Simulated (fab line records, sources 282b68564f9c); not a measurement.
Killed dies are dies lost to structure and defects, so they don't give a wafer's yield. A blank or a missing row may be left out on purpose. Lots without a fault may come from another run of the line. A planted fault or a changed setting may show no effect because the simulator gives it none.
Which tool did it? | flow rit_cmos | 14 lots, 42 wafers sampled, at 1 step of a route of 202

WHAT THE GAUGES READ, wafer by wafer
The record holds no reading of a measuring or inspecting step that can be judged against a usual standard deviation.

WHICH TOOL RAN EACH LOT (tool, then ch and the chambers of the sampled wafers, then the start)
lot  | RIT_PLDD_EXPOSE_03
L169 | iline_stepper-01 ch 0, day 2 21:29
L171 | iline_stepper-01 ch 0, day 3 06:17
L172 | iline_stepper-02 ch 0, day 3 09:43
L173 | iline_stepper-02 ch 0, day 3 16:05
L174 | iline_stepper-01 ch 0, day 3 20:05
L175 | iline_stepper-01 ch 0, day 3 23:45
L178 | iline_stepper-01 ch 0, day 4 16:34
L179 | iline_stepper-01, day 4 20:14
L180 | iline_stepper-02, day 5 01:29
L185 | iline_stepper-02 ch 0, day 6 02:57
L189 | iline_stepper-02 ch 0, day 6 23:50
L190 | iline_stepper-02 ch 0, day 7 03:22
L191 | iline_stepper-01 ch 0, day 7 07:56
L192 | iline_stepper-02 ch 0, day 7 12:40
- RIT_PLDD_EXPOSE_03: exposes mask M8, target cd 40900 nm.

WHAT THE TOOLS THEMSELVES READ (means of the sampled wafers that have a number; where no wafer has one, the mark that the record gives instead)
RIT_PLDD_EXPOSE_03. Usual: exposure_dose_mJ_cm2 249.97, standard deviation 0.28; focus_offset_nm -0.1 nm, standard deviation 0.51.
lot  | tool             | exposure_dose_mJ_cm2 | focus_offset_nm (nm) | flag
L169 | iline_stepper-01 | 249.77               | -0.3                 |
L171 | iline_stepper-01 | 249.89               | 0.6                  |
L172 | iline_stepper-02 | 249.92               | 0.6                  |
L173 | iline_stepper-02 | 250.13               | -0.6                 |
L174 | iline_stepper-01 | 250.17               | -0.3                 |
L175 | iline_stepper-01 | 249.89               | 0.1                  |
L178 | iline_stepper-01 | 250.18               | 0.3                  |
L179 | iline_stepper-01 | -                    | -                    | OFF
L180 | iline_stepper-02 | -                    | -                    | OFF
L185 | iline_stepper-02 | 250.13               | 0.2                  |
L189 | iline_stepper-02 | 249.77               | -0.1                 |
L190 | iline_stepper-02 | 249.72               | 0.0                  |
L191 | iline_stepper-01 | 249.92               | -0.5                 |
L192 | iline_stepper-02 | 249.70               | -0.7                 |

THE ANSWER, worked out from the rows above alone
Rule: a lot is off if the mean of its wafers that have a number lies more than 3 standard deviations from the usual mean. A lot without any number at a reading at which 4 lots or more have one is off too. The other lots that the step has rows for count as sound. The gauges are gone through in route order, then the tools' own readings, and for those a lot's mean is taken as printed above. The first step at which some lot is off is used, and at that step the reading that is off furthest; a lot without a number counts as furthest.
Off: L179, L180, at RIT_PLDD_EXPOSE_03 (exposure_dose_mJ_cm2). Without a number there: L179, L180.
A tool fits if, at that step or a process step before it, it ran every lot that is off, and no sound lot after the first of them. None of those tried fits.

WHAT THE SIMULATOR HAD PUT IN
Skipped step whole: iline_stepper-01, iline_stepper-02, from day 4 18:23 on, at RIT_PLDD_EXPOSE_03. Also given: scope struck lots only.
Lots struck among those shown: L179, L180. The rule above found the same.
